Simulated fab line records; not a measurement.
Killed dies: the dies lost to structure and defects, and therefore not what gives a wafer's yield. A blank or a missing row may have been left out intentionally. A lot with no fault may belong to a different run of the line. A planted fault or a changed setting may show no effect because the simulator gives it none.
fab line records | flow rit-cmos
record: lots: 6 wafers: 18 last-day: 8
route steps=202 shown GATE@83 M1@202
lots untouched by any fault: they come from a run of this same line in which no faults occurred
start-h: start of the lot's first displayed wafer, in hours after the record's first day | wait-h: time in hours since the lot's previous step | " same as the row above | L1.1+2: several wafers, shown together as one row | - no value, or no start was given | * or withheld: withheld | < > ~ a bound
route shown NAME@n: NAME is a module with steps in the file, n the number in the route of the first one | usual: mean and standard deviation over wafers with no fault | same: alike in all rows | chamber/n: place in a boat | sites: per-site readings | _std_site: the standard deviation of these | _edge_site: mean of outer sites minus mean of inner sites | radius-mm: for every site, how far away it sits from the centre of the wafer | mask NAME#n: copy n | behind: the last tool/chamber to shape the wafer | hold: reason for holding the lot/hours on hold/outcome of the hold | device: the n, p or np transistor that did not switch | end of line: the route-end tests of the same wafers | step lacking rows: just its recipe | killed: the dies lost at the first sort to structure and to defects; this is not the yield of the wafer | map: per-die view of a wafer (x killed, . not killed, _ where there is no die)
set.NAME: the setting as run; set.NAME@STEP: as run at that earlier step | model.NAME: the simulator's own value behind a step, which no gauge read
a table for each step, a row for each wafer; lots at some steps of the route
services: a tool's chamber out of use, with start hour (start-h, from the record's first day; less than 0 if before it), hours out, and reason
== steps ==
step: RIT_GATE_THK_MEAS_07
recipe: reads: SiO2_of_GATE_OXIDATION_05
usual: GATE_OXIDE_THK: 3.00/0.072
columns lot.wafer tool chamber start-h wait-h GATE_OXIDE_THK[nm]
L776.1 film-metro-03 - 44.20 0.0 3.07
L776.5 " - " " 3.04
L776.6 " - " " 3.07
L779.1 film-metro-01 - 58.73 0.0 2.98
L779.2 " - " " 2.95
L779.6 " - " " 3.00
L781.2 film-metro-01 - 64.49 0.0 3.01
L781.3 " - " " 3.11
L781.6 " - " " 3.05
L783.1 film-metro-01 - 75.90 0.0 2.92
L783.2 " - " " 3.02
L783.4 " - " " 2.92
L788.2 film-metro-01 - 103.89 0.0 2.93
L788.5 " - " " 2.98
L788.6 " - " " 2.92
L797.1 film-metro-04 - 153.60 0.0 2.85
L797.3 " - " " 2.88
L797.5 " - " " 2.92
step: RIT_GATE_CVD_08
recipe: material: poly-Si target-thk-nm: 250 temp-c: 610 precursor: SiH4 time-s: 2220 pressure-mtorr: 300 sih4-flow-sccm: 100
step: RIT_GATE_THK_MEAS_09
recipe: reads: poly-Si_of_GATE_CVD_08
usual: GATE_POLY_THK: 250/3.2
columns lot.wafer tool chamber start-h wait-h GATE_POLY_THK[nm]
L776.1 film-metro-01 - 46.70 0.0 252
L776.5 " - " " 250
L776.6 " - " " 252
L779.1 film-metro-03 - 64.00 0.0 247
L779.2 " - " " 247
L779.6 " - " " 248
L781.2 film-metro-04 - 67.04 0.0 254
L781.3 " - " " 254
L781.6 " - " " 253
L783.1 film-metro-01 - 77.86 0.0 249
L783.2 " - " " 249
L783.4 " - " " 248
L788.2 film-metro-03 - 105.57 0.0 253
L788.5 " - " " 252
L788.6 " - " " 251
L797.1 film-metro-03 - 155.27 0.0 250
L797.3 " - " " 250
L797.5 " - " " 249
step: RIT_GATE_HMDS_10
recipe: prime-time-s: 60 prime-temp-c: 140
step: RIT_GATE_COAT_11
recipe: resist: NOVOLAK spin-rpm: 4303 resist-thk-nm: 850
step: RIT_GATE_SOFTBAKE_12
recipe: resist: NOVOLAK temp-c: 90 time-s: 60
step: RIT_GATE_EXPOSE_13
recipe: mask-id: M6 na: 0.6 source-shape: conventional sigma-outer: 0.6 target-cd-nm: 150 dose-mj: 380
step: RIT_GATE_PEB_14
recipe: resist: NOVOLAK temp-c: withheld time-s: withheld
step: RIT_GATE_DEVELOP_15
recipe: resist: NOVOLAK develop-time-s: 50 dev-temp-c: 23
step: RIT_GATE_CD_MEAS_16
recipe: target-cd-nm: 150
usual: cd-nm: 147/3.2
columns lot.wafer tool chamber start-h wait-h cd-nm
L776.1 cd-sem-02 - 47.74 - 147
L776.5 " - " " 148
L776.6 " - " " 149
L779.1 cd-sem-02 - 65.04 - 145
L779.2 " - " " 146
L779.6 " - " " 147
L781.2 cd-sem-02 - 68.09 - 153
L781.3 " - " " 150
L781.6 " - " " 153
L783.1 cd-sem-01 - 78.94 - 141
L783.2 " - " " 141
L783.4 " - " " 142
L788.2 cd-sem-02 - 106.62 - 146
L788.5 " - " " 150
L788.6 " - " " 148
L797.1 cd-sem-01 - 156.31 - 149
L797.3 " - " " 150
L797.5 " - " " 152
step: RIT_GATE_OVL_MEAS_17
usual: GATE_OVL: 0.1/1.5
columns lot.wafer tool chamber start-h wait-h GATE_OVL[nm]
L776.1 overlay-01 - 47.86 0.1 0.0
L776.5 " - " " -0.8
L776.6 " - " " -1.7
L779.1 overlay-01 - 65.16 0.1 2.3
L779.2 " - " " 0.5
L779.6 " - " " 0.2
L781.2 overlay-01 - 68.19 0.1 1.9
L781.3 " - " " 1.0
L781.6 " - " " 2.2
L783.1 overlay-02 - 79.06 0.1 -0.1
L783.2 " - " " 1.1
L783.4 " - " " -0.6
L788.2 overlay-02 - 106.72 0.1 1.6
L788.5 " - " " 1.2
L788.6 " - " " 1.1
L797.1 overlay-02 - 156.43 0.1 -0.4
L797.3 " - " " 1.2
L797.5 " - " " 1.6
step: RIT_GATE_HARDBAKE_18
recipe: resist: NOVOLAK temp-c: 140 time-s: 60
step: RIT_GATE_ETCH_19
recipe: chemistry: SF6/CHF3/O2 time-s: 165 SF6_flow_sccm: 30 CHF3_flow_sccm: 30 O2_flow_sccm: 5 target: poly-Si pressure-mtorr: 40 rf-w: 160 target-depth-a: 3125 over-etch-frac: 0.25 stop-on: SiO2
usual: drypump-motor-current-A: 5.50/0.23 oes-product-au: 0.844/0.015 run-length-s: 193.1/0.49 throttle-valve-pct: 10.29/0.17
columns lot.wafer tool chamber start-h wait-h drypump-motor-current-A oes-product-au rf-hours-counter-h run-length-s throttle-valve-pct model.NOVOLAK_of_GATE_COAT_11.thk-nm model.etch.depth-nm model.GATE.feature-depth-nm
L776.1 rie-si-01 3 48.06 0.1 5.72 0.852 125 193.0 9.94 667.5 251.9 251.9
L776.5 " 3 " " 5.76 0.854 - 193.0 9.97 666.1 250.3 250.3
L776.6 " 2 " " 5.67 0.853 - 193.1 10.43 661.3 252.5 252.5
L779.1 rie-si-02 3 65.34 0.1 5.66 0.831 67 192.7 10.40 665.8 246.7 246.7
L779.2 " 2 " " 5.58 0.826 71 192.2 10.42 663.6 247.1 247.1
L779.6 " 3 " " 5.65 0.829 - 192.8 10.39 663.7 248.2 248.2
L781.2 rie-si-02 3 68.37 0.1 5.56 1.002 68 152.1 10.39 687.4 239.1 239.1
L781.3 " 0 " " 5.06 0.976 95 152.8 10.25 688.6 230.7 230.7
L781.6 " 1 " " 5.37 0.983 - 152.1 10.24 687.5 236.7 236.7
L783.1 rie-si-02 3 79.25 0.1 5.60 1.014 68 151.7 10.39 683.6 240.8 240.8
L783.2 " 2 " " 5.61 0.974 72 151.8 10.40 683.2 231.7 231.7
L783.4 " 0 " " 5.07 0.988 95 153.0 10.25 683.5 235 235
L788.2 rie-si-01 3 106.90 0.1 5.74 0.857 126 192.6 9.94 670.6 253.5 253.5
L788.5 " 2 " " 5.65 0.870 - 193.1 10.43 669.1 252.3 252.3
L788.6 " 3 " " 5.75 0.850 - 192.8 9.97 671.2 251.5 251.5
L797.1 rie-si-02 0 156.61 0.1 5.08 0.848 96 193.9 10.24 670.9 250.3 250.3
L797.3 " 2 " " 5.58 0.836 72 192.5 10.40 664 250.2 250.2
L797.5 " 2 " " 5.60 0.822 - 193.0 10.41 664.3 248.9 248.9
step: RIT_GATE_STRIP_20
recipe: chemistry: O2 time-s: 180 resist: NOVOLAK platen-temp-c: withheld power-w: 500 pressure-mtorr: 4000 o2-flow-sccm: 4176
usual: drypump-motor-current-A: 5.9/0.4 o2-flow-sccm: 4174/14
columns lot.wafer tool chamber start-h wait-h drypump-motor-current-A o2-flow-sccm rf-hours-counter-h
L776.1 plasma-asher-04 0 48.17 0.1 5.8 4166 40
L776.5 " 1 " " 6.4 4189 -
L776.6 " 0 " " 5.8 4157 -
L779.1 plasma-asher-04 0 65.45 0.1 5.8 4142 42
L779.2 " 1 " " 6.4 4167 42
L779.6 " 0 " " 5.8 4158 -
L781.2 plasma-asher-03 1 68.48 0.1 5.7 4202 42
L781.3 " 1 " " 5.7 4166 -
L781.6 " 0 " " 6.1 4163 -
L783.1 plasma-asher-03 0 79.36 0.1 6.1 4169 44
L783.2 " 1 " " 5.7 4163 44
L783.4 " 1 " " 5.7 4176 -
L788.2 plasma-asher-02 0 107.01 0.1 6.5 4170 32
L788.5 " 0 " " 6.5 4194 -
L788.6 " 1 " " 5.1 4181 -
L797.1 plasma-asher-04 0 156.72 0.1 5.8 4154 3
L797.3 " 0 " " 5.8 4173 -
L797.5 " 0 " " 5.8 4151 -
step: RIT_M1_PROBE_99
usual: killed-at-contacts: 0.1/0.23 killed-at-front-end: 7/3 killed-dies: 7/3 killed-on-rim: 2.0/1.2 killed-open: 3.3/2.1 killed-short: 3.7/1.9
same: gross-dies: 264 killed_at_M0_to_M3: 0 killed_at_M4_up: 0 killed-at-back-side: 0 killed-at-other: 0
columns lot.wafer tool chamber start-h wait-h killed-at-contacts killed-at-front-end killed-dies killed-on-rim killed-open killed-short
L779.1 prober-02 - 86.48 0.1 0 4 4 1 3 1
L779.2 prober-02 - 86.53 0.1 0 2 2 0 2 0
L779.6 prober-02 - 86.73 0.2 0 5 5 1 2 3
L781.2 prober-02 - 89.97 0.1 0 257 257 69 1 5
L781.3 prober-02 - 90.02 0.2 0 264 264 70 2 4
L781.6 prober-02 - 90.17 0.2 0 264 264 70 2 2
L783.1 prober-02 - 100.80 0.1 0 215 215 56 2 3
L783.2 prober-02 - 100.85 0.1 0 264 264 70 0 4
L783.4 prober-02 - 100.95 0.2 0 232 232 70 1 2
L788.2 prober-01 - 127.59 0.1 0 4 4 1 2 2
L788.5 prober-01 - 127.74 0.2 0 5 5 0 1 4
L788.6 prober-01 - 127.79 0.2 1 4 5 2 3 2
killed by level:class
L779.1 GATE:geometric-particle:open=2 GATE:geometric-particle:short=1 SPACER:geometric-particle:open=1
L779.2 FOX1:geometric-particle:open=1 SILICIDE:geometric-particle:open=1
L779.6 FOX1:geometric-particle:short=1 FOX1:geometric-particle:open=1 GATE:geometric-particle:short=1 SPACER:geometric-particle:short=1 SPACER:geometric-particle:open=1
L781.2 GATE:area-etch=251 GATE:geometric-particle:short=2 FOX1:geometric-particle:short=1 REOX:geometric-particle:open=1 REOX:geometric-particle:short=1 SPACER:geometric-particle:short=1
L781.3 GATE:area-etch=258 FOX1:geometric-particle:short=1 FOX2:geometric-particle:open=1 GATE:geometric-particle:short=1 GATE:geometric-particle:open=1 REOX:geometric-particle:short=1 SPACER:geometric-particle:short=1
L781.6 GATE:area-etch=260 FOX1:geometric-particle:open=1 FOX2:geometric-particle:short=1 SPACER:geometric-particle:short=1 SILICIDE:geometric-particle:open=1
L783.1 GATE:area-etch=210 FOX1:geometric-particle:open=1 FOX1:geometric-particle:short=1 GATE:geometric-particle:open=1 GATE:geometric-particle:short=1 SPACER:geometric-particle:short=1
L783.2 GATE:area-etch=260 GATE:geometric-particle:short=2 FOX1:geometric-particle:short=1 FOX2:geometric-particle:short=1
L783.4 GATE:area-etch=229 GATE:geometric-particle:short=1 SPACER:geometric-particle:open=1 SPACER:geometric-particle:short=1
L788.2 GATE:geometric-particle:short=1 GATE:geometric-particle:open=1 REOX:geometric-particle:open=1 SPACER:geometric-particle:short=1
L788.5 SPACER:geometric-particle:short=2 GATE:geometric-particle:short=1 SILICIDE:geometric-particle:short=1 SILICIDE:geometric-particle:open=1
L788.6 FOX1:geometric-particle:short=2 GATE:geometric-particle:open=1 SILICIDE:geometric-particle:open=1 CONTACT:geometric-particle:open=1
map L781.3 (x killed, . not)
________xxxxxxx_______
_____xxxxxxxxxxxxx____
____xxxxxxxxxxxxxxx___
___xxxxxxxxxxxxxxxxx__
__xxxxxxxxxxxxxxxxxxx_
__xxxxxxxxxxxxxxxxxxx_
_xxxxxxxxxxxxxxxxxxxxx
_xxxxxxxxxxxxxxxxxxxxx
_xxxxxxxxxxxxxxxxxxxxx
_xxxxxxxxxxxxxxxxxxxxx
__xxxxxxxxxxxxxxxxxxx_
__xxxxxxxxxxxxxxxxxxx_
___xxxxxxxxxxxxxxxxx__
____xxxxxxxxxxxxxxx___
_____xxxxxxxxxxxxx____
________xxxxxxx_______
map L783.2 (x killed, . not)
________xxxxxxx_______
_____xxxxxxxxxxxxx____
____xxxxxxxxxxxxxxx___
___xxxxxxxxxxxxxxxxx__
__xxxxxxxxxxxxxxxxxxx_
__xxxxxxxxxxxxxxxxxxx_
_xxxxxxxxxxxxxxxxxxxxx
_xxxxxxxxxxxxxxxxxxxxx
_xxxxxxxxxxxxxxxxxxxxx
_xxxxxxxxxxxxxxxxxxxxx
__xxxxxxxxxxxxxxxxxxx_
__xxxxxxxxxxxxxxxxxxx_
___xxxxxxxxxxxxxxxxx__
____xxxxxxxxxxxxxxx___
_____xxxxxxxxxxxxx____
________xxxxxxx_______
== services ==
columns tool chamber start-h hours kind
rie-si-01 2 59.48 - clean
rie-si-01 2 59.48 19.1 scheduled-down
rie-si-01 2 59.48 19.1 vent-cycle
plasma-asher-04 - 108.75 9.0 pm
plasma-asher-04 0 108.75 9.0 vent-cycle
plasma-asher-04 1 108.75 9.0 vent-cycle
plasma-asher-02 - 114.45 7.6 repair
plasma-asher-04 0 117.75 - clean
plasma-asher-04 1 117.75 - clean
rie-si-02 1 141.13 16.2 repair
== key ==
first-sign: step: RIT_GATE_ETCH_19 reading: run-length-s direction: down sigmas: 84 usual: * struck: *
effect: step: RIT_GATE_ETCH_19 reading: oes-product-au direction: up sigmas: 9.8 usual: 0.844 struck: 0.989
effect: step: RIT_M1_PROBE_99 reading: killed-at-front-end direction: up sigmas: 81 usual: 7 struck: 249
model-effect: step: RIT_GATE_ETCH_19 value: NOVOLAK_of_GATE_COAT_11.thk-nm without: 665 struck: 685.6
more-kills-born-at: RIT_GATE_ETCH_19@rie-si-02: 1468
met-at RIT_GATE_ETCH_19
struck-wafers L781.2,L781.3,L781.6,L783.1,L783.2,L783.4
later-rows-left-out L781.2,L781.3,L781.6,L783.1,L783.2,L783.4
tester-left-out L781,L783
onset-between 65.34 68.37
fault: kind: process-parameter-drift tool: rie-si-02 chamber: - onset-h: 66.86 steps: RIT_GATE_ETCH_19 channel: time-s offset: * shape: step end-h: 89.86 stated: *
tester-left-out: of these lots the tester's yield and bins aren't shown, on N5 and GAA mostly nor the transistor test; their killed dies are dies lost to structure and defects alone, not to doping, threshold or leakage, so they don't give the yield
later-rows-left-out: the simulator's readings of these wafers behind a module that went badly wrong aren't trusted and aren't shown, but for the sort
